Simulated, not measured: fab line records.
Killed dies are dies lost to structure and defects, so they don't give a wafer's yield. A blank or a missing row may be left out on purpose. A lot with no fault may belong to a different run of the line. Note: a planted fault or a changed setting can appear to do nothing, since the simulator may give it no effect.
Split-lot experiment ; flow rit-cmos ; route with 202 steps; 5 lots, 23 wafers read

== THE SPLIT ==
At RIT_PRETRO_SOFTBAKE_02 (time 60 s), the setting temp-c was moved away from the recipe's 90 C on 7 of the 23 wafers read, by -2.9% to +3.4%. This setting was run at the recipe's value on the other wafers.

== FROM THE SPLIT TO THE READING: what the file shows between them, 2 steps ==
- RIT_PRETRO_EXPOSE_03: exposes mask M5, target cd 43700 nm
- RIT_PRETRO_PEB_04

== THE READING ==
NOVOLAK_of_PRETRO_COAT_01.thk-nm (the simulator's own value, which no gauge read), in nm, at RIT_PRETRO_DEVELOP_05 (develop time 68 s). No usual value for it is given in the file. Here, 16 wafers ran the recipe; their average is 1298 nm with a standard deviation of 4.4 nm.

wafer;tool, chamber at the split;temp-c as run, C;against the recipe;NOVOLAK_of_PRETRO_COAT_01.thk-nm, nm;against lot-mates on the recipe
L074.1;litho-track-01, 0;90;recipe;1304;-
L074.2;litho-track-01, 0;91.76;+2.0%;1297;-6
L074.3;litho-track-01, 0;90;recipe;1301;-
L074.4;litho-track-01, 0;91.76;+2.0%;1295;-8
L074.6;litho-track-01, 0;90;recipe;1303;-
L078.1;litho-track-02, 0;93.07;+3.4%;1291;-7
L078.2;litho-track-02, 0;93.07;+3.4%;1286;-12
L078.4;litho-track-02, 0;90;recipe;1299;-
L078.5;litho-track-02, 0;90;recipe;1298;-
L078.6;litho-track-02, 0;90;recipe;1298;-
L081.2;litho-track-04, 0;90;recipe;1292;-
L081.3;litho-track-04, 0;90;recipe;1290;-
L081.6;litho-track-04, 0;90;recipe;1288;-
L082.1;litho-track-01, 0;90;recipe;1298;-
L082.5;litho-track-01, 0;90;recipe;1298;-
L082.3;litho-track-01, 0;90;recipe;1295;-
L082.4;litho-track-01, 0;90;recipe;1296;-
L082.6;litho-track-01, 0;90;recipe;1297;-
L085.1;litho-track-02, 0;87.38;-2.9%;1315;+13
L085.2;litho-track-02, 0;87.38;-2.9%;1313;+11
L085.4;litho-track-02, 0;87.38;-2.9%;1312;+10
L085.5;litho-track-02, 0;90;recipe;1302;-
L085.6;litho-track-02, 0;90;recipe;1302;-

THE FIT
A straight line over all 23 wafers: NOVOLAK_of_PRETRO_COAT_01.thk-nm changes by -3.7 nm for each +1% of temp-c; r = -0.79; the points scatter about the line by 4.6 nm.
The same after taking each lot's own level away (the mean of its wafers on the recipe; 23 wafers): -3.42 nm for each +1%; r = -0.96; scatter 1.5 nm.
Per that fit: largest temp-c move, reading shift of 12 nm.
The span of the lots' own levels, 1290.0 to 1302.7 nm, comes to 2.9 times the standard deviation stated above.
So the lot-to-lot level blurs the effect unless lot-mates are compared.
Check: -12.6 nm against its lot-mates is what the line predicts for one of the wafers moved furthest among these (+3.4%) when that wafer is left out of the fit. It came out at -7.33 nm against them.

== ADDITIONAL SPLITS CARRIED BY THESE WAFERS ==
These wafers also went through other splits before the reading. Each is held against what the fit with the lots' levels taken away leaves over:
other split on the same wafers;wafers away from the commonest value;r with NOVOLAK_of_PRETRO_COAT_01.thk-nm (lot level and that fit taken away)
RIT_ACTIVE_OXIDATION_01 temp-c;15;+0.17
RIT_ACTIVE_CVD_03 sih2cl2-flow-sccm;18;+0.04
RIT_ACTIVE_DEVELOP_10 dev-temp-c;9;-0.08
RIT_FOX1_OXIDATION_00 ox-time-s;10;-0.12
RIT_NWELL_SOFTBAKE_02 temp-c;4;-0.25
RIT_NWELL_IMPLANT_08 energy-kev;7;+0.12
RIT_PWELL_IMPLANT_08 energy-kev;6;+0.11
RIT_NRETRO_IMPLANT_08 dose-cm2;6;-0.28

== THE FILE'S OWN FIT ==
NOVOLAK_of_PRETRO_COAT_01.thk-nm changes by -3.34 nm for each +1% of temp-c, r = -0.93.
